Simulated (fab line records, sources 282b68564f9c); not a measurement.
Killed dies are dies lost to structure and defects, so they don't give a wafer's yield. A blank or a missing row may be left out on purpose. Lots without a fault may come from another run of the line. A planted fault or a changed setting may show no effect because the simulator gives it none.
Which tool did it? | flow rit_cmos | 7 lots, 21 wafers sampled, at 2 steps of a route of 202

WHAT THE GAUGES READ, wafer by wafer
RIT_PLDD_TW_MEAS_10.
lot  | measured    | on            | PLDD_TW
L212 | day 3 02:29 | film_metro-01 | 2370 2380 2368
L214 | day 3 12:46 | film_metro-03 | 2376 2380 2377
L217 | day 4 01:32 | film_metro-04 | 2318 2319 2306
L225 | day 5 17:35 | film_metro-04 | 2135 2128 2116
L227 | day 6 10:01 | film_metro-04 | 2330 2329 2317
L229 | day 6 23:11 | film_metro-04 | 2316 2327 2322
L234 | day 8 01:06 | film_metro-01 | 2371 2356 2364

WHICH TOOL RAN EACH LOT (tool, then ch and the chambers of the sampled wafers, then the start)
lot  | RIT_PLDD_IMPLANT_08
L212 | implanter-03 ch 0, day 3 02:10
L214 | implanter-02 ch 0, day 3 12:28
L217 | implanter-02 ch 0, day 4 01:13
L225 | implanter-04 ch 0, day 5 17:16
L227 | implanter-02 ch 0, day 6 09:41
L229 | implanter-02 ch 0, day 6 22:52
L234 | implanter-02 ch 0, day 8 00:47
- RIT_PLDD_IMPLANT_08

THE ANSWER, worked out from the rows above alone
Rule: what is usual is taken from the lots themselves. Put in order of their means at a reading, lots are off if they are a third of the lots or fewer, leave a main group of 4 or more, and stand apart from it by a gap of 3 or more times the standard deviation of the main group's means; of several such gaps the widest counts. A main group whose means are all the same, to the digits that the tables above print for the reading, isn't used. A lot without any number at a reading at which 4 lots or more have one is off too. The other lots that the step has rows for count as sound.
Off: L225, at RIT_PLDD_TW_MEAS_10 (PLDD_TW). The main group: mean 2346, standard deviation 26.
A tool fits if, at a process step before that reading, it ran every lot that is off, and no sound lot after the first of them. The gauges at RIT_PLDD_TW_MEAS_10 are tried like those tools. One fits: implanter-04 at RIT_PLDD_IMPLANT_08. It ran no sound lot before its first lot that is off in this sample, so the start can't be narrowed down.

WHAT THE SIMULATOR HAD PUT IN
Process parameter drift: implanter-04, from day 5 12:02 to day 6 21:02, at RIT_PLDD_IMPLANT_08. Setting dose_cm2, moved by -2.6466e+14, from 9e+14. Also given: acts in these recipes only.
Lots struck among those shown: L225. The rule above found the same.
